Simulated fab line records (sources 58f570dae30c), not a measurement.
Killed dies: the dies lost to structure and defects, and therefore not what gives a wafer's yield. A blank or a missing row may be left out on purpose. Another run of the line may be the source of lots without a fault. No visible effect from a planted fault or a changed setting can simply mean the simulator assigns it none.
Code-filled problem report in 8D (eight disciplines) form -- flow berkeley_cmos170 -- the parts of the form that need people (team, actions taken, sign-off) are left out

1. WHAT IS WRONG
Wafers free of any fault read 0 nm (standard deviation 5.2) for PLDD_OVL at UCB170_PLDD_OVL_MEAS_07, against a mean of 97 nm on 12 wafers of 4 lots. That is +19 standard deviations from the usual mean.
Seen first at day 9 11:51 on overlay-01, wafer L456.2. The record holds 48 wafers of 16 lots with a number at this step. Rule for "out" (also "out of limits"): further than 4 standard deviations from the usual mean. All remaining wafers that have a number are taken as sound.

2. WHAT IT IS, WHAT IT ISN'T
question,is,is not
which readings at this step,PLDD_OVL,-
which lots,"L454, L456, L457, L460","L440, L442, L443, L444, L445, L446, L447, L448, L449, L450, L453, L458"
which wafers of those lots,all that have a number,-
read on which gauges,overlay-01,overlay-02
when,from day 9 11:51,up to then (33 sound wafers); but 3 sound wafers of L458 came after

3. THE SUSPECTS, EACH WITH WHAT RULES IT OUT
Counting: a tool at any process step up to the reading remains a suspect when it ran all the lots that are out and ran no sound lot after the first of those.
- the gauge at UCB170_PLDD_OVL_MEAS_07: kept. All the wafers that are out were read on overlay-01, and no step on other tools shows them out.
- krf_scanner-01 at UCB170_PLDD_EXPOSE_03 (exposes mask PSELECT, target cd 1200 nm): kept. It processed each lot that is out, first L456 at day 9 10:34, and no sound lot thereafter; up to then, the last sound lot it processed was L448 at day 7 22:04.
Left after counting: krf_scanner-01 at UCB170_PLDD_EXPOSE_03, overlay-01 at UCB170_PLDD_OVL_MEAS_07.

4. THE CAUSE (what the simulator had put in)
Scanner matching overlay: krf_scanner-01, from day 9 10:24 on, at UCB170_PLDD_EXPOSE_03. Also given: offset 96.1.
Counting left 2 suspects, and this tool is among them.

5. THE CHAIN OF EFFECTS, in route order
Each row: a reading whose mean over the struck wafers that have a number lies more than 3 standard deviations from the usual. Only readings for which the record gives a usual standard deviation are gone through. hours: the time from each lot's start at the first step in this table that gives one to its start at this step, as a median over the lots. sigmas: the change in usual standard deviations.
hours,step,reading,usual,on struck wafers,change,sigmas
0,UCB170_PLDD_OVL_MEAS_07,PLDD_OVL,0 nm,97,+97,+19
At these later measuring or inspecting steps, every struck wafer for which the step has a row has a number for every such reading, and none has moved that far: UCB170_NLDD_OVL_MEAS_07.

6. WHAT WOULD HAVE CAUGHT IT SOONER
In this record the first reading out of limits at a measuring or inspecting step was taken at day 9 11:51, 1 hour after the fault began at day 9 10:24.
Lots out: 4; of these, L457, L460 started UCB170_PLDD_EXPOSE_03 on krf_scanner-01 after day 9 11:51. A hold on the tool at that time would have spared those 2.
